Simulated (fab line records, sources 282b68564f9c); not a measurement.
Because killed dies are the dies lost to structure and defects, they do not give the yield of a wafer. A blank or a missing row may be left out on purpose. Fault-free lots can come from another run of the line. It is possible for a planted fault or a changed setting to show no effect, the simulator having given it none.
Problem report, 8D (eight disciplines) form, completed by code | flow rit-cmos | the parts of the form that need people (team, actions taken, sign-off) are left out

## 1. THE PROBLEM
run-length-s at RIT_REOX_CLEAN_00 reads a mean of 675 s on 3 wafers of 1 lot; wafers without a fault read 628 s with a standard deviation of 3.2. Relative to the usual mean, that is a shift of +15 standard deviations.
The step: cleans in SC1, time 600 s.
First seen on wafer L415.2, day 5 00:26, on wet-bench-02. At this step, 39 wafers from 13 lots have a number in the record. The rule behind "out" and "out of limits": a value lying over 4 standard deviations away from the usual mean. Any other wafer with a number is counted as sound.

## 2. WHAT IT IS, AND WHAT IT ISN'T
question                    | is                     | is not
which readings at this step | run-length-s           | -
which lots                  | L415                   | L404, L405, L406, L407, L409, L417, L418, L419, L421, L422, L423, L424
which wafers of those lots  | all that have a number | -
read on which tools         | wet-bench-02           | wet-bench-01, wet-bench-04
when                        | from day 5 00:26       | up to then (15 sound wafers); but 21 sound wafers of L417, L418, L419, L421, L422, L423, L424 came after

## 3. THE SUSPECTS, EACH WITH WHAT RULES IT OUT
Counting: a tool stays on the suspect list if, at a process step up to the reading, it processed all lots that are out and no sound lot following the first of them.
- wet-bench-02 at RIT_REOX_CLEAN_00 (cleans in SC1, time 600 s): ruled out as a lasting fault. Following L415 (day 5 00:26), the first lot on it that is out, the sound lots L419 were run on it.
Left after counting: nothing in the record.

## 4. THE CAUSE (what the simulator had put in)
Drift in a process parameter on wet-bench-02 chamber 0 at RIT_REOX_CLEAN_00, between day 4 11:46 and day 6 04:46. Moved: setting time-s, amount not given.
Counting ruled it out, wrongly.

## 5. THE CHAIN OF EFFECTS, in route order
Rows list readings where the struck wafers' mean (over those with a number) sits beyond 3 standard deviations from the usual. Only readings for which the record gives a usual standard deviation are gone through. hours: the time from each lot's start at the first step in this table that gives one to its start at this step, as a median over the lots. sigmas: the change in usual standard deviations.
hours | step              | reading      | usual | on struck wafers | change | sigmas
0     | RIT_REOX_CLEAN_00 | run-length-s | 628 s | 675              | +47    | +15
The process steps in it:
- RIT_REOX_CLEAN_00: cleans in SC1, time 600 s.

## 6. HOW IT WOULD HAVE BEEN CAUGHT EARLIER
In this record no reading fell out of limits until day 5 00:26, 13 hours after the fault had begun at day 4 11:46.
